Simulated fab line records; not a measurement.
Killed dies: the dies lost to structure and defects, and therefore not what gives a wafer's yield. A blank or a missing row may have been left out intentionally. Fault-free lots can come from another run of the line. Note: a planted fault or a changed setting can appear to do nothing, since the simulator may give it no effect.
fab line records ; flow rit-cmos
[record] lots = 5; wafers = 15; last-day = 7
route steps=202 shown ACTIVE@1 FOX1@20 FOX2@23
lots untouched by any fault: they come from a run of this same line in which no faults occurred
start-h: the number of hours between the record's first day and the start of the first shown wafer of the lot ; wait-h: hours since the lot's step before ; " repeats the value in the row above ; L1.1+2: one row covering several wafers at once ; - either no value or no given start ; * or withheld: withheld ; < > ~ a bound
route shown NAME@n: NAME is a module with steps in the file, n the number in the route of the first one ; usual: average and standard deviation across the fault-free wafers ; same: alike in all rows ; chamber/n: place in a boat ; sites: readings site by site ; _std_site: standard deviation of those values ; _edge_site: mean of outer sites minus mean of inner sites ; radius-mm: how far each site lies from the wafer's centre ; mask NAME#n: copy n ; behind: the most recent tool/chamber to have shaped the wafer ; hold: the reason the lot was held/the length of the hold in hours/how it ended ; device: which transistor (n, p or np) failed to switch ; end of line: the same wafers' tests at the end of the route ; step lacking rows: just its recipe ; killed: not the wafer's yield, but the dies lost to structure and defects at the first sort ; map: dies across one wafer; x = killed, . = not, _ = none there
set.NAME: the setting the step ran with; set.NAME@STEP: the setting that earlier step ran with ; model.NAME: the simulator's own value behind a step, which no gauge read
certain route steps with their lots: each step a table, each wafer a row
services: when a tool's chamber went out of use (start-h, in hours from the record's first day, below 0 if earlier), for how many hours, and the reason
[[steps]]
[step RIT_ACTIVE_BOW_MEAS_00]
[recipe] mode = bow
[usual] INCOMING_BOW = 0/6.2
lot.wafer;tool;chamber;start-h;wait-h;INCOMING_BOW[um]
L076.1;film-metro-03;-;20.00;-;0
L076.3;film-metro-03;-;20.00;-;-3
L076.6;film-metro-03;-;20.00;-;1
L078.1;film-metro-02;-;30.00;-;1
L078.4;film-metro-02;-;30.00;-;1
L078.5;film-metro-02;-;30.00;-;-1
L080.1;film-metro-02;-;40.00;-;5
L080.4;film-metro-02;-;40.00;-;0
L080.6;film-metro-02;-;40.00;-;-4
L083.1;film-metro-03;-;55.00;-;7
L083.4;film-metro-03;-;55.00;-;-10
L083.6;film-metro-03;-;55.00;-;7
L094.1;film-metro-04;-;110.00;-;-12
L094.3;film-metro-04;-;110.00;-;-9
L094.6;film-metro-04;-;110.00;-;7
[step RIT_ACTIVE_OXIDATION_01]
[recipe] temp-c = 1000; ambient = O2; target-thk-a = 468; ox-time-s = 3360
[usual] ox-temp-c = 1000.1/0.46; zone-power-source-pct = 33.1/2.6
lot.wafer;tool;chamber;start-h;wait-h;ox-temp-c;zone-power-source-pct
L076.1;furnace-04;0;21.35;1.3;1000.4;36.2
L076.3;furnace-04;0;21.35;1.3;999.8;35.8
L076.6;furnace-04;0;21.35;1.3;1000.2;35.7
L078.1;furnace-03;0;30.12;0.1;999.8;31.7
L078.4;furnace-03;0;30.12;0.1;1000.3;31.5
L078.5;furnace-03;0;30.12;0.1;999.7;31.6
L080.1;furnace-01;0;40.86;0.8;1000.4;30.5
L080.4;furnace-01;0;40.86;0.8;999.9;30.0
L080.6;furnace-01;0;40.86;0.8;1000.6;30.2
L083.1;furnace-04;0;55.12;0.1;1000.4;36.6
L083.4;furnace-04;0;55.12;0.1;1000.3;35.8
L083.6;furnace-04;0;55.12;0.1;1000.0;35.8
L094.1;furnace-03;0;110.60;0.6;999.8;31.1
L094.3;furnace-03;0;110.60;0.6;1000.6;32.1
L094.6;furnace-03;0;110.60;0.6;999.7;30.9
[step RIT_ACTIVE_THK_MEAS_02]
[recipe] reads = SiO2_of_ACTIVE_OXIDATION_01
[usual] ACTIVE_OXIDE_THK = 47.0/0.8
lot.wafer;tool;chamber;start-h;wait-h;ACTIVE_OXIDE_THK[nm]
L076.1;film-metro-02;-;23.29;0.0;47.6
L076.3;film-metro-02;-;23.29;0.0;46.0
L076.6;film-metro-02;-;23.29;0.0;46.5
L078.1;film-metro-04;-;32.05;0.0;46.3
L078.4;film-metro-04;-;32.05;0.0;46.1
L078.5;film-metro-04;-;32.05;0.0;46.5
L080.1;film-metro-03;-;42.79;0.0;47.1
L080.4;film-metro-03;-;42.79;0.0;47.2
L080.6;film-metro-03;-;42.79;0.0;47.2
L083.1;film-metro-02;-;57.05;0.0;46.4
L083.4;film-metro-02;-;57.05;0.0;47.3
L083.6;film-metro-02;-;57.05;0.0;47.5
L094.1;film-metro-02;-;112.53;0.0;46.6
L094.3;film-metro-02;-;112.53;0.0;47.4
L094.6;film-metro-02;-;112.53;0.0;47.2
[step RIT_ACTIVE_CVD_03]
[recipe] material = Si3N4; target-thk-nm = 150; temp-c = 810; precursor = SiH2Cl2/NH3; time-s = 1500; pressure-mtorr = 300; sih2cl2-flow-sccm = 59.01; nh3-flow-sccm = 150
[usual] zone-power-source-pct = 21.5/2.2
lot.wafer;tool;chamber;start-h;wait-h;zone-power-source-pct
L076.1;lpcvd-02;1;23.35;0.1;21.0
L076.3;lpcvd-02;1;23.35;0.1;21.4
L076.6;lpcvd-02;1;23.35;0.1;21.0
L078.1;lpcvd-02;0;32.11;0.1;24.9
L078.4;lpcvd-02;0;32.11;0.1;24.6
L078.5;lpcvd-02;0;32.11;0.1;24.9
L080.1;lpcvd-02;0;42.85;0.1;24.6
L080.4;lpcvd-02;0;42.85;0.1;24.9
L080.6;lpcvd-02;0;42.85;0.1;24.9
L083.1;lpcvd-01;1;58.07;1.0;19.0
L083.4;lpcvd-01;1;58.07;1.0;19.3
L083.6;lpcvd-01;1;58.07;1.0;19.2
L094.1;lpcvd-02;0;112.59;0.1;25.0
L094.3;lpcvd-02;0;112.59;0.1;25.1
L094.6;lpcvd-02;0;112.59;0.1;25.0
[step RIT_ACTIVE_THK_MEAS_04]
[recipe] reads = Si3N4_of_ACTIVE_CVD_03
[usual] ACTIVE_NITRIDE_THK = 149.4/1.1
lot.wafer;tool;chamber;start-h;wait-h;ACTIVE_NITRIDE_THK[nm]
L076.1;film-metro-03;-;24.76;0.0;148.7
L076.3;film-metro-03;-;24.76;0.0;151.4
L076.6;film-metro-03;-;24.76;0.0;148.3
L078.1;film-metro-02;-;33.53;0.0;148.6
L078.4;film-metro-02;-;33.53;0.0;148.3
L078.5;film-metro-02;-;33.53;0.0;150.1
L080.1;film-metro-02;-;44.27;0.0;148.7
L080.4;film-metro-02;-;44.27;0.0;147.5
L080.6;film-metro-02;-;44.27;0.0;146.5
L083.1;film-metro-04;-;59.48;0.0;149.3
L083.4;film-metro-04;-;59.48;0.0;150.1
L083.6;film-metro-04;-;59.48;0.0;149.4
L094.1;film-metro-04;-;114.01;0.0;148.0
L094.3;film-metro-04;-;114.01;0.0;148.1
L094.6;film-metro-04;-;114.01;0.0;149.4
[step RIT_ACTIVE_HMDS_05]
[recipe] prime-time-s = 60; prime-temp-c = 140
[usual] exhaust-pa = 44.8/1.1; resist-line-temp-C = 22.96/0.11
lot.wafer;tool;chamber;start-h;wait-h;exhaust-pa;resist-line-temp-C
L076.1;litho-track-02;0;24.82;0.1;43.4;23.00
L076.3;litho-track-02;0;24.82;0.1;44.4;23.01
L076.6;litho-track-02;0;24.82;0.1;42.8;22.84
L078.1;litho-track-04;0;33.59;0.1;43.6;22.87
L078.4;litho-track-04;0;33.59;0.1;43.1;22.87
L078.5;litho-track-04;0;33.59;0.1;44.4;22.92
L080.1;litho-track-02;0;44.33;0.1;44.0;23.02
L080.4;litho-track-02;0;44.33;0.1;44.0;23.06
L080.6;litho-track-02;0;44.33;0.1;45.1;23.12
L083.1;litho-track-04;0;59.54;0.1;44.0;22.97
L083.4;litho-track-04;0;59.54;0.1;44.4;23.02
L083.6;litho-track-04;0;59.54;0.1;46.3;22.84
L094.1;litho-track-04;0;114.08;0.1;45.5;22.92
L094.3;litho-track-04;0;114.08;0.1;45.3;22.81
L094.6;litho-track-04;0;114.08;0.1;45.8;22.87
[step RIT_ACTIVE_COAT_06]
[recipe] resist = NOVOLAK; spin-rpm = 3250; resist-thk-nm = 1007
[usual] exhaust-pa = 45.0/0.99; resist-line-temp-C = 23.01/0.11
lot.wafer;tool;chamber;start-h;wait-h;exhaust-pa;resist-line-temp-C
L076.1;litho-track-02;0;24.97;0.1;43.2;23.12
L076.3;litho-track-02;0;24.97;0.1;43.9;23.21
L076.6;litho-track-02;0;24.97;0.1;43.0;23.17
L078.1;litho-track-04;0;33.74;0.1;44.5;22.93
L078.4;litho-track-04;0;33.74;0.1;45.2;22.90
L078.5;litho-track-04;0;33.74;0.1;45.1;23.01
L080.1;litho-track-02;0;44.48;0.1;44.2;23.05
L080.4;litho-track-02;0;44.48;0.1;46.7;23.20
L080.6;litho-track-02;0;44.48;0.1;45.3;23.13
L083.1;litho-track-04;0;59.69;0.1;46.4;22.93
L083.4;litho-track-04;0;59.69;0.1;44.9;22.98
L083.6;litho-track-04;0;59.69;0.1;45.1;23.02
L094.1;litho-track-04;0;114.23;0.1;43.7;23.08
L094.3;litho-track-04;0;114.23;0.1;45.4;22.91
L094.6;litho-track-04;0;114.23;0.1;45.3;23.01
[step RIT_ACTIVE_SOFTBAKE_07]
[recipe] resist = NOVOLAK; temp-c = 90; time-s = 60
[usual] exhaust-pa = 44.9/0.82; resist-line-temp-C = 22.99/0.11
lot.wafer;tool;chamber;start-h;wait-h;exhaust-pa;resist-line-temp-C
L076.1;litho-track-02;0;25.12;0.1;45.1;23.19
L076.3;litho-track-02;0;25.12;0.1;45.3;23.07
L076.6;litho-track-02;0;25.12;0.1;45.9;23.03
L078.1;litho-track-04;0;33.89;0.1;43.7;23.03
L078.4;litho-track-04;0;33.89;0.1;44.7;23.05
L078.5;litho-track-04;0;33.89;0.1;43.7;22.97
L080.1;litho-track-02;0;44.63;0.1;43.9;23.04
L080.4;litho-track-02;0;44.63;0.1;45.1;23.08
L080.6;litho-track-02;0;44.63;0.1;44.9;22.96
L083.1;litho-track-04;0;59.84;0.1;45.7;22.95
L083.4;litho-track-04;0;59.84;0.1;44.4;22.99
L083.6;litho-track-04;0;59.84;0.1;45.6;22.99
L094.1;litho-track-04;0;114.38;0.1;45.6;23.13
L094.3;litho-track-04;0;114.38;0.1;43.4;22.88
L094.6;litho-track-04;0;114.38;0.1;46.4;23.06
[step RIT_ACTIVE_EXPOSE_08]
[recipe] mask-id = M1; na = 0.6; source-shape = conventional; sigma-outer = 0.6; target-cd-nm = 1400; dose-mj = 225
lot.wafer;tool;chamber;start-h;wait-h;mask
L076.1+3+6;iline-stepper-01;0;25.40;0.2;M1#0
L078.1+4+5;iline-stepper-02;0;34.16;0.2;M1#0
L080.1+4+6;iline-stepper-02;0;44.78;0.1;M1#0
L083.1+4+6;iline-stepper-01;0;60.12;0.2;M1#0
L094.1+3+6;iline-stepper-01;0;114.65;0.2;M1#0
[step RIT_ACTIVE_PEB_09]
[recipe] resist = NOVOLAK; temp-c = withheld; time-s = withheld
[usual] exhaust-pa = 45.0/0.91; resist-line-temp-C = *
lot.wafer;tool;chamber;start-h;wait-h;exhaust-pa;resist-line-temp-C
L076.1;litho-track-04;0;25.51;0.1;44.1;*
L076.3;litho-track-04;0;25.51;0.1;45.0;*
L076.6;litho-track-04;0;25.51;0.1;44.2;*
L078.1;litho-track-04;0;34.28;0.1;42.8;*
L078.4;litho-track-04;0;34.28;0.1;45.6;*
L078.5;litho-track-04;0;34.28;0.1;44.8;*
L080.1;litho-track-03;0;44.90;0.1;47.4;*
L080.4;litho-track-03;0;44.90;0.1;45.5;*
L080.6;litho-track-03;0;44.90;0.1;46.5;*
L083.1;litho-track-03;0;60.23;0.1;45.6;*
L083.4;litho-track-03;0;60.23;0.1;44.1;*
L083.6;litho-track-03;0;60.23;0.1;44.8;*
L094.1;litho-track-03;0;114.77;0.1;44.3;*
L094.3;litho-track-03;0;114.77;0.1;44.2;*
L094.6;litho-track-03;0;114.77;0.1;43.8;*
[step RIT_ACTIVE_DEVELOP_10]
[recipe] resist = NOVOLAK; develop-time-s = 50; dev-temp-c = 23
[usual] developer-temp-C = 23.01/0.095; exhaust-pa = 45.1/0.93; resist-line-temp-C = 23.00/0.11
lot.wafer;tool;chamber;start-h;wait-h;developer-temp-C;exhaust-pa;resist-line-temp-C
L076.1;litho-track-04;0;-;-;22.79;44.9;23.12
L076.3;litho-track-04;0;-;-;23.00;45.1;23.11
L076.6;litho-track-04;0;-;-;23.08;44.4;23.07
L078.1;litho-track-04;0;-;-;23.08;45.2;23.02
L078.4;litho-track-04;0;-;-;23.06;46.2;23.07
L078.5;litho-track-04;0;-;-;22.97;45.5;23.09
L080.1;litho-track-03;0;-;-;23.03;46.9;23.09
L080.4;litho-track-03;0;-;-;22.99;45.4;23.03
L080.6;litho-track-03;0;-;-;22.87;46.1;23.13
L083.1;litho-track-03;0;-;-;23.24;45.0;22.87
L083.4;litho-track-03;0;-;-;22.94;44.2;23.09
L083.6;litho-track-03;0;-;-;23.03;44.6;22.83
L094.1;litho-track-03;0;-;-;23.10;45.3;22.99
L094.3;litho-track-03;0;-;-;23.09;45.7;22.94
L094.6;litho-track-03;0;-;-;23.00;44.9;23.02
[step RIT_ACTIVE_CD_MEAS_11]
[recipe] target-cd-nm = 1400
[usual] cd-nm = 1400.4/2.3
lot.wafer;tool;chamber;start-h;wait-h;cd-nm
L076.1;cd-sem-01;-;25.80;-;1399.7
L076.3;cd-sem-01;-;25.80;-;1401.4
L076.6;cd-sem-01;-;25.80;-;1399.2
L078.1;cd-sem-01;-;34.56;-;1404.1
L078.4;cd-sem-01;-;34.56;-;1403.5
L078.5;cd-sem-01;-;34.56;-;1404.6
L080.1;cd-sem-01;-;45.18;-;1396.5
L080.4;cd-sem-01;-;45.18;-;1399.6
L080.6;cd-sem-01;-;45.18;-;1398.7
L083.1;cd-sem-02;-;60.52;-;1400.4
L083.4;cd-sem-02;-;60.52;-;1402.9
L083.6;cd-sem-02;-;60.52;-;1403.7
L094.1;cd-sem-01;-;115.05;-;1397.4
L094.3;cd-sem-01;-;115.05;-;1397.1
L094.6;cd-sem-01;-;115.05;-;1399.8
[step RIT_ACTIVE_HARDBAKE_12]
[recipe] resist = NOVOLAK; temp-c = 140; time-s = 60
[usual] exhaust-pa = 44.8/0.92; resist-line-temp-C = 23.01/0.12
lot.wafer;tool;chamber;start-h;wait-h;exhaust-pa;resist-line-temp-C
L076.1;litho-track-04;0;25.92;0.1;45.2;23.00
L076.3;litho-track-04;0;25.92;0.1;44.2;22.91
L076.6;litho-track-04;0;25.92;0.1;44.8;22.87
L078.1;litho-track-02;0;34.68;0.1;44.4;22.89
L078.4;litho-track-02;0;34.68;0.1;46.3;22.96
L078.5;litho-track-02;0;34.68;0.1;45.4;22.93
L080.1;litho-track-04;0;45.30;0.1;45.1;23.24
L080.4;litho-track-04;0;45.30;0.1;44.7;22.99
L080.6;litho-track-04;0;45.30;0.1;45.0;23.03
L083.1;litho-track-03;0;60.64;0.1;45.3;23.10
L083.4;litho-track-03;0;60.64;0.1;43.5;23.26
L083.6;litho-track-03;0;60.64;0.1;44.2;22.94
L094.1;litho-track-02;0;115.17;0.1;46.3;23.01
L094.3;litho-track-02;0;115.17;0.1;45.9;22.96
L094.6;litho-track-02;0;115.17;0.1;44.6;23.03
[step RIT_ACTIVE_ETCH_13]
[recipe] stop-on = SiO2; chemistry = SF6; target = Si3N4; time-s = 210; over-etch-frac = 0.4; SF6_flow_sccm = 200; pressure-mtorr = 260; rf-w = 125; target-depth-a = 2100
[usual] drypump-motor-current-A = 5.5/0.34; oes-product-au = 0.821/0.014; throttle-valve-pct = 7.51/0.15
lot.wafer;tool;chamber;start-h;wait-h;drypump-motor-current-A;oes-product-au;rf-hours-counter-h;throttle-valve-pct
L076.1;rie-diel-03;3;26.07;0.1;5.9;0.812;103;7.62
L076.3;rie-diel-03;0;26.07;0.1;5.2;0.855;149;7.49
L076.6;rie-diel-03;0;26.07;0.1;5.1;0.842;-;7.52
L078.1;rie-diel-01;0;34.83;0.1;5.4;0.809;6;7.61
L078.4;rie-diel-01;0;34.83;0.1;5.4;0.812;-;7.61
L078.5;rie-diel-01;3;34.83;0.1;4.9;0.822;-;7.41
L080.1;rie-diel-03;3;45.45;0.1;5.9;0.809;104;7.63
L080.4;rie-diel-03;2;45.45;0.1;5.5;0.824;95;7.60
L080.6;rie-diel-03;3;45.45;0.1;5.9;0.809;-;7.62
L083.1;rie-diel-04;0;60.79;0.1;5.7;0.835;135;7.55
L083.4;rie-diel-04;3;60.79;0.1;5.3;0.821;-;7.77
L083.6;rie-diel-04;1;60.79;0.1;6.2;0.828;-;7.42
L094.1;rie-diel-01;0;115.32;0.1;5.4;0.812;7;7.63
L094.3;rie-diel-01;2;115.32;0.1;6.0;0.835;1;7.30
L094.6;rie-diel-01;3;115.32;0.1;4.9;0.808;-;7.41
[step RIT_ACTIVE_STRIP_14]
[recipe] chemistry = O2; time-s = 180; resist = NOVOLAK; platen-temp-c = withheld; power-w = 500; pressure-mtorr = 4000; o2-flow-sccm = 4000
[usual] drypump-motor-current-A = 5.8/0.35
lot.wafer;tool;chamber;start-h;wait-h;drypump-motor-current-A;rf-hours-counter-h
L076.1;plasma-asher-02;1;26.20;0.1;5.8;37
L076.3;plasma-asher-02;0;26.20;0.1;5.7;-
L076.6;plasma-asher-02;0;26.20;0.1;5.7;-
L078.1;plasma-asher-02;0;34.97;0.1;5.8;38
L078.4;plasma-asher-02;1;34.97;0.1;5.8;-
L078.5;plasma-asher-02;1;34.97;0.1;5.8;-
L080.1;plasma-asher-03;1;45.58;0.1;5.2;24
L080.4;plasma-asher-03;0;45.58;0.1;6.4;-
L080.6;plasma-asher-03;0;45.58;0.1;6.4;-
L083.1;plasma-asher-03;1;60.92;0.1;5.2;25
L083.4;plasma-asher-03;0;60.92;0.1;6.4;-
L083.6;plasma-asher-03;0;60.92;0.1;6.4;-
L094.1;plasma-asher-03;1;115.46;0.1;5.2;31
L094.3;plasma-asher-03;1;115.46;0.1;5.2;-
L094.6;plasma-asher-03;0;115.46;0.1;6.3;-
[step RIT_ACTIVE_CD_MEAS_90]
[recipe] target-cd-nm = 1400
[usual] cd-nm = 1400.4/2.3
lot.wafer;tool;chamber;start-h;wait-h;cd-nm
L076.1;cd-sem-01;-;26.38;0.1;1399.6
L076.3;cd-sem-01;-;26.38;0.1;1401.8
L076.6;cd-sem-01;-;26.38;0.1;1399.4
L078.1;cd-sem-01;-;35.14;0.1;1403.7
L078.4;cd-sem-01;-;35.14;0.1;1403.9
L078.5;cd-sem-01;-;35.14;0.1;1404.3
L080.1;cd-sem-02;-;45.76;0.1;1397.1
L080.4;cd-sem-02;-;45.76;0.1;1399.8
L080.6;cd-sem-02;-;45.76;0.1;1398.8
L083.1;cd-sem-01;-;61.10;0.1;1400.2
L083.4;cd-sem-01;-;61.10;0.1;1402.9
L083.6;cd-sem-01;-;61.10;0.1;1403.7
L094.1;cd-sem-01;-;115.63;0.1;1397.8
L094.3;cd-sem-01;-;115.63;0.1;1397.9
L094.6;cd-sem-01;-;115.63;0.1;1399.3
[step RIT_ACTIVE_CLEAN_15]
[recipe] chemistry = SC1; mix = 3:3:50; time-s = 600; temp-c = 75
lot.wafer;tool;chamber;start-h;wait-h
L076.1+3+6;wet-bench-02;2;26.50;0.1
L078.1+4+5;wet-bench-04;2;35.26;0.1
L080.1+4+6;wet-bench-02;1;45.88;0.1
L083.1+4+6;wet-bench-01;2;61.22;0.1
L094.1+3+6;wet-bench-02;3;115.75;0.1
[step RIT_ACTIVE_CLEAN_16]
[recipe] chemistry = dHF; dilution = 50:1; time-s = 30
lot.wafer;tool;chamber;start-h;wait-h
L076.1+3+6;wet-bench-04;1;26.67;0.0
L078.1+4+5;wet-bench-02;1;35.49;0.0
L080.1+4+6;wet-bench-01;3;46.05;0.0
L083.1+4+6;wet-bench-04;0;61.39;0.0
L094.1+3+6;wet-bench-01;0;115.93;0.0
[step RIT_ACTIVE_CLEAN_17]
[recipe] chemistry = SC2; mix = 3:3:50; time-s = 600; temp-c = 75; dry = n2-spin
lot.wafer;tool;chamber;start-h;wait-h
L076.1+3+6;wet-bench-02;2;26.69;0.0
L078.1+4+5;wet-bench-04;0;35.51;0.0
L080.1+4+6;wet-bench-04;0;46.07;0.0
L083.1+4+6;wet-bench-02;0;61.41;0.0
L094.1+3+6;wet-bench-04;1;115.94;0.0
[step RIT_FOX1_OXIDATION_00]
[recipe] temp-c = 1100; ambient = H2O; target-thk-a = 3507; p-h2o-torr = 720; ox-time-s = 1130
[usual] ox-temp-c = 1100.0/0.44; zone-power-source-pct = 43.4/2.3
lot.wafer;tool;chamber;start-h;wait-h;ox-temp-c;zone-power-source-pct
L076.1;furnace-02;0;26.86;0.0;1100.1;43.6
L076.3;furnace-02;0;26.86;0.0;1099.9;44.4
L076.6;furnace-02;0;26.86;0.0;1100.3;43.8
L078.1;furnace-03;0;35.73;0.0;1100.6;40.6
L078.4;furnace-03;0;35.73;0.0;1100.8;39.8
L078.5;furnace-03;0;35.73;0.0;1099.7;39.1
L080.1;furnace-03;0;46.24;0.0;1099.6;39.7
L080.4;furnace-03;0;46.24;0.0;1099.5;40.1
L080.6;furnace-03;0;46.24;0.0;1099.4;39.4
L083.1;furnace-04;0;61.58;0.0;1099.5;45.3
L083.4;furnace-04;0;61.58;0.0;1099.6;46.6
L083.6;furnace-04;0;61.58;0.0;1099.6;45.4
L094.1;furnace-02;0;116.20;0.0;1100.2;44.5
L094.3;furnace-02;0;116.20;0.0;1100.5;44.8
L094.6;furnace-02;0;116.20;0.0;1099.4;44.0
[step RIT_FOX1_THK_MEAS_01]
[recipe] reads = SiO2_of_FOX1_OXIDATION_00
[usual] FOX1_OXIDE_THK = 354/6.8
lot.wafer;tool;chamber;start-h;wait-h;FOX1_OXIDE_THK[nm]
L076.1;film-metro-01;-;28.18;0.0;348
L076.3;film-metro-01;-;28.18;0.0;347
L076.6;film-metro-01;-;28.18;0.0;345
L078.1;film-metro-03;-;37.05;0.0;356
L078.4;film-metro-03;-;37.05;0.0;359
L078.5;film-metro-03;-;37.05;0.0;353
L080.1;film-metro-01;-;47.56;0.0;347
L080.4;film-metro-01;-;47.56;0.0;349
L080.6;film-metro-01;-;47.56;0.0;342
L083.1;film-metro-03;-;62.90;0.0;357
L083.4;film-metro-03;-;62.90;0.0;360
L083.6;film-metro-03;-;62.90;0.0;362
L094.1;film-metro-01;-;117.51;0.0;364
L094.3;film-metro-01;-;117.51;0.0;363
L094.6;film-metro-01;-;117.51;0.0;366
[step RIT_FOX1_WET_ETCH_02]
[recipe] chemistry = BOE; target-depth-nm = 350; time-s = 400.1; temp-c = 21.5; dry = n2-spin; dilution = 10:1; target = SiO2
lot.wafer;tool;chamber;start-h;wait-h
L076.1+3+6;wet-bench-02;0;28.24;0.1
L078.1+4+5;wet-bench-03;1;37.11;0.1
L080.1+4+6;wet-bench-03;3;47.62;0.1
L083.1+4+6;wet-bench-03;1;62.96;0.1
L094.1+3+6;wet-bench-03;3;117.57;0.1
[step RIT_FOX2_OXIDATION_00]
[recipe] temp-c = 1100; ambient = H2O; target-thk-a = 3507; p-h2o-torr = 720; ox-time-s = 1130
[usual] ox-temp-c = 1100.0/0.44; zone-power-source-pct = 43/3
lot.wafer;tool;chamber;start-h;wait-h;ox-temp-c;zone-power-source-pct
L076.1;furnace-01;0;28.36;0.0;1100.1;38
L076.3;furnace-01;0;28.36;0.0;1100.2;39
L076.6;furnace-01;0;28.36;0.0;1100.0;39
L078.1;furnace-04;0;37.22;0.0;1100.2;46
L078.4;furnace-04;0;37.22;0.0;1100.2;46
L078.5;furnace-04;0;37.22;0.0;1099.5;46
L080.1;furnace-02;0;47.81;0.1;1099.5;44
L080.4;furnace-02;0;47.81;0.1;1099.0;45
L080.6;furnace-02;0;47.81;0.1;1099.4;44
L083.1;furnace-04;0;63.08;0.0;1101.0;46
L083.4;furnace-04;0;63.08;0.0;1100.6;46
L083.6;furnace-04;0;63.08;0.0;1100.5;46
L094.1;furnace-04;0;117.69;0.0;1099.2;45
L094.3;furnace-04;0;117.69;0.0;1099.9;46
L094.6;furnace-04;0;117.69;0.0;1100.4;45
[step RIT_FOX2_THK_MEAS_01]
[recipe] reads = SiO2_of_FOX2_OXIDATION_00
[usual] FOX2_OXIDE_THK = 353/6.9
lot.wafer;tool;chamber;start-h;wait-h;FOX2_OXIDE_THK[nm]
L076.1;film-metro-04;-;29.67;0.0;354
L076.3;film-metro-04;-;29.67;0.0;361
L076.6;film-metro-04;-;29.67;0.0;355
L078.1;film-metro-01;-;38.54;0.0;357
L078.4;film-metro-01;-;38.54;0.0;354
L078.5;film-metro-01;-;38.54;0.0;355
L080.1;film-metro-03;-;49.12;0.0;348
L080.4;film-metro-03;-;49.12;0.0;344
L080.6;film-metro-03;-;49.12;0.0;349
L083.1;film-metro-03;-;64.40;0.0;350
L083.4;film-metro-03;-;64.40;0.0;347
L083.6;film-metro-03;-;64.40;0.0;350
L094.1;film-metro-01;-;119.00;0.0;353
L094.3;film-metro-01;-;119.00;0.0;355
L094.6;film-metro-01;-;119.00;0.0;349
[step RIT_FOX2_CLEAN_02]
[recipe] chemistry = dHF; dilution = 50:1; time-s = 180
lot.wafer;tool;chamber;start-h;wait-h
L076.1+3+6;wet-bench-03;3;29.73;0.1
L078.1+4+5;wet-bench-04;1;38.60;0.1
L080.1+4+6;wet-bench-03;1;49.18;0.1
L083.1+4+6;wet-bench-04;1;64.46;0.1
L094.1+3+6;wet-bench-03;3;119.06;0.1
[step RIT_FOX2_WET_ETCH_03]
[recipe] chemistry = H3PO4; target = Si3N4; target-depth-nm = 195; temp-c = 165; time-s = 2700
lot.wafer;tool;chamber;start-h;wait-h
L076.1+3+6;wet-bench-02;0;29.79;0.0
L078.1+4+5;wet-bench-02;3;38.67;0.0
L080.1+4+6;wet-bench-04;0;49.24;0.0
L083.1+4+6;wet-bench-02;0;64.52;0.0
L094.1+3+6;wet-bench-02;2;119.12;0.0
[[services]]
tool;chamber;start-h;hours;kind
iline-stepper-02;-;1.70;7.3;repair
rie-diel-01;3;5.67;2.8;repair
furnace-02;-;12.57;10.1;repair
iline-stepper-01;-;18.87;1.3;repair
plasma-asher-02;-;19.21;2.5;repair
plasma-asher-03;-;21.76;15.6;pm
rie-diel-03;2;21.84;23.5;repair
furnace-01;-;22.83;3.0;pm
rie-diel-03;1;28.36;5.6;repair
wet-bench-01;-;33.19;4.4;pm
rie-diel-01;3;35.27;6.7;repair
lpcvd-02;-;47.31;14.6;pm
rie-diel-04;2;55.77;5.1;repair
iline-stepper-02;-;63.14;1.7;pm
wet-bench-02;-;69.68;2.6;repair
iline-stepper-01;-;72.65;4.4;pm
furnace-01;-;79.86;2.9;pm
wet-bench-01;-;81.45;1.6;repair
furnace-04;-;90.36;3.3;pm
furnace-04;-;96.85;3.9;pm
furnace-03;-;104.38;3.2;pm
furnace-04;-;105.09;10.7;pm
rie-diel-01;-;107.33;0.5;repair
plasma-asher-02;-;109.32;2.8;pm
[[key]]
fault none
